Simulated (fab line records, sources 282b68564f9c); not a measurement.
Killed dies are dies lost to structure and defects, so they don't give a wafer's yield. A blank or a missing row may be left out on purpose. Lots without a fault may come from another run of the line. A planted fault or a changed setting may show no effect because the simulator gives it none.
Which tool did it? | flow rit_cmos | 14 lots, 42 wafers sampled, at 2 steps of a route of 202

WHAT THE GAUGES READ, wafer by wafer
RIT_PWELL_OVL_MEAS_06. Usual: PWELL_OVL 0.5 nm, standard deviation 1.4.
lot  | measured    | on         | PWELL_OVL (nm) | flag
L848 | day 2 04:35 | overlay-01 | 2.3 2.2 1.6    |
L849 | day 2 08:40 | overlay-02 | 1.1 -0.8 -0.5  |
L851 | day 2 20:31 | overlay-01 | -1.1 -0.3 -1.6 |
L853 | day 3 05:18 | overlay-01 | 0.0 -0.8 0.7   |
L855 | day 3 14:28 | overlay-01 | 1.1 1.3 1.0    |
L857 | day 4 05:43 | overlay-02 | 0.9 1.1 1.0    |
L858 | day 4 06:36 | overlay-02 | 2.5 1.6 1.4    |
L859 | day 4 10:07 | overlay-02 | 0.1 1.0 0.7    |
L860 | day 4 15:13 | overlay-01 | -1.1 -1.1 -0.3 |
L861 | day 4 21:02 | overlay-02 | -1.9 -1.8 -1.0 |
L862 | day 5 01:00 | overlay-02 | -3.4 -1.9 -2.8 |
L864 | day 5 10:48 | overlay-02 | 0.9 2.1 -0.2   |
L865 | day 5 16:04 | overlay-01 | 1.4 1.0 0.5    |
L870 | day 6 19:01 | overlay-02 | 1.6 2.7 0.4    |

RIT_PRETRO_TW_MEAS_10. Usual: PRETRO_TW 478.0, standard deviation 2.6.
lot  | measured    | on            | PRETRO_TW         | flag
L848 | day 2 13:37 | film_metro-04 | 480.7 482.9 483.0 |
L849 | day 2 20:13 | film_metro-04 | 481.4 485.9 483.3 |
L851 | day 3 07:27 | film_metro-01 | 474.4 472.6 473.4 |
L853 | day 3 14:22 | film_metro-01 | 476.2 475.2 475.0 |
L855 | day 4 00:07 | film_metro-01 | 479.4 478.9 479.3 |
L857 | day 4 15:02 | film_metro-01 | 480.2 478.4 482.6 |
L858 | day 4 15:46 | film_metro-02 | 475.9 478.2 475.2 |
L859 | day 4 20:07 | film_metro-01 | 477.4 479.3 478.3 |
L860 | day 5 00:28 | film_metro-04 | 475.3 477.2 478.4 |
L861 | day 5 06:26 | film_metro-04 | 477.1 477.0 480.2 |
L862 | day 5 10:02 | film_metro-04 | 478.8 480.9 478.7 |
L864 | day 5 20:10 | film_metro-01 | 480.5 479.1 478.9 |
L865 | day 6 01:25 | film_metro-01 | 475.4 475.8 478.2 |
L870 | day 7 04:44 | film_metro-01 | 479.9 478.2 475.2 |

WHICH TOOL RAN EACH LOT (tool, then ch and the chambers of the sampled wafers, then the start)
The record holds no process step before these readings.

WHAT THE TOOLS THEMSELVES READ (means of the sampled wafers that have a number; where no wafer has one, the mark that the record gives instead)
The record holds no such reading with a usual standard deviation.

THE ANSWER, worked out from the rows above alone
Rule: a lot is off if the mean of its wafers that have a number lies more than 3 standard deviations from the usual mean. A lot without any number at a reading at which 4 lots or more have one is off too. The other lots that the step has rows for count as sound. The gauges are gone through in route order, then the tools' own readings, and for those a lot's mean is taken as printed above. The first step at which some lot is off is used, and at that step the reading that is off furthest; a lot without a number counts as furthest.
No lot is off at any reading shown: from this, nothing can be told.

WHAT THE SIMULATOR HAD PUT IN
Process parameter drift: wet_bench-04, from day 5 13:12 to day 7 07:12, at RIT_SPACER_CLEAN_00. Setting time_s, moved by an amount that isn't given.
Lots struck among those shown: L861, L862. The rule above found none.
